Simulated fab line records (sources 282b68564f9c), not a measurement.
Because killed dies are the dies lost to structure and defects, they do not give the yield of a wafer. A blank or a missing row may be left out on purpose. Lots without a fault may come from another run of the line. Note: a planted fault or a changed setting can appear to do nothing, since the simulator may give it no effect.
Which of the tools did it? + flow rit cmos + Sampling: 14 lots, 42 wafers, 2 of 202 route steps

== WHAT EACH GAUGE READ, for each wafer ==
RIT_GATE_THK_MEAS_09. Usual: GATE_POLY_THK 248.8 nm, standard deviation 2.8.
| lot  | measured    | on            | GATE_POLY_THK (nm) | flag |
|------|-------------|---------------|--------------------|------|
| L501 | day 2 12:19 | film metro-04 | 252.1 251.9 251.9  |      |
| L502 | day 2 16:49 | film metro-04 | 253.4 248.0 253.4  |      |
| L505 | day 3 07:10 | film metro-02 | 246.0 246.1 244.3  |      |
| L507 | day 3 17:44 | film metro-03 | 251.0 252.0 250.2  |      |
| L508 | day 4 00:22 | film metro-04 | 246.3 245.5 245.0  |      |
| L509 | day 4 02:40 | film metro-04 | 248.7 248.2 246.8  |      |
| L510 | day 4 08:35 | film metro-03 | 247.4 245.9 247.8  |      |
| L511 | day 4 14:01 | film metro-04 | 250.7 249.4 252.5  |      |
| L512 | day 4 22:11 | film metro-04 | 250.3 247.7 249.0  |      |
| L513 | day 5 02:45 | film metro-03 | 250.6 251.4 251.1  |      |
| L518 | day 6 01:52 | film metro-02 | 249.7 252.7 249.4  |      |
| L520 | day 6 11:25 | film metro-03 | 270.5 271.8 271.4  | OFF  |
| L522 | day 6 21:19 | film metro-04 | 270.8 269.9 269.3  | OFF  |
| L524 | day 7 07:07 | film metro-02 | 249.7 248.7 248.7  |      |

== TOOL THAT RAN EACH LOT (tool first, then ch and the chambers of the sampled wafers, then the start) ==
| lot  | RIT_GATE_CVD_08            |
|------|----------------------------|
| L501 | lpcvd-01 ch 1, day 2 10:41 |
| L502 | lpcvd-01 ch 0, day 2 15:11 |
| L505 | lpcvd-02 ch 1, day 3 05:32 |
| L507 | lpcvd-02 ch 1, day 3 16:07 |
| L508 | lpcvd-02 ch 0, day 3 22:46 |
| L509 | lpcvd-01 ch 0, day 4 01:02 |
| L510 | lpcvd-02 ch 0, day 4 06:58 |
| L511 | lpcvd-02 ch 1, day 4 12:23 |
| L512 | lpcvd-01 ch 0, day 4 20:34 |
| L513 | lpcvd-02 ch 0, day 5 01:08 |
| L518 | lpcvd-01 ch 1, day 6 00:13 |
| L520 | lpcvd-01 ch 0, day 6 09:47 |
| L522 | lpcvd-01 ch 0, day 6 19:42 |
| L524 | lpcvd-01 ch 1, day 7 05:29 |
- RIT_GATE_CVD_08: deposits poly-Si from SiH4, target thk 250 nm, time 2220 s.

== WHAT THE TOOLS THEMSELVES READ (means of the sampled wafers that have a number; where no wafer has one, the mark that the record gives instead) ==
The record holds no such reading with a usual standard deviation.

== THE ANSWER, worked out from the rows above alone ==
Rule: a lot is off if the mean of its wafers that have a number lies more than 3 standard deviations from the usual mean. Also off: a lot with no number at a reading for which 4 or more lots have one. The other lots that the step has rows for count as sound. The gauges are gone through in route order, then the tools' own readings, and for those a lot's mean is taken as printed above. The first step at which some lot is off is used, and at that step the reading that is off furthest; a lot without a number counts as furthest.
Off: L520, L522, at RIT_GATE_THK_MEAS_09 (GATE_POLY_THK).
A tool fits if, at a process step before that reading, it ran every lot that is off, and no sound lot after the first of them. The gauges at RIT_GATE_THK_MEAS_09 are tried like those tools. No candidate that was tried fits.

== WHAT HAD BEEN PUT IN BY THE SIMULATOR ==
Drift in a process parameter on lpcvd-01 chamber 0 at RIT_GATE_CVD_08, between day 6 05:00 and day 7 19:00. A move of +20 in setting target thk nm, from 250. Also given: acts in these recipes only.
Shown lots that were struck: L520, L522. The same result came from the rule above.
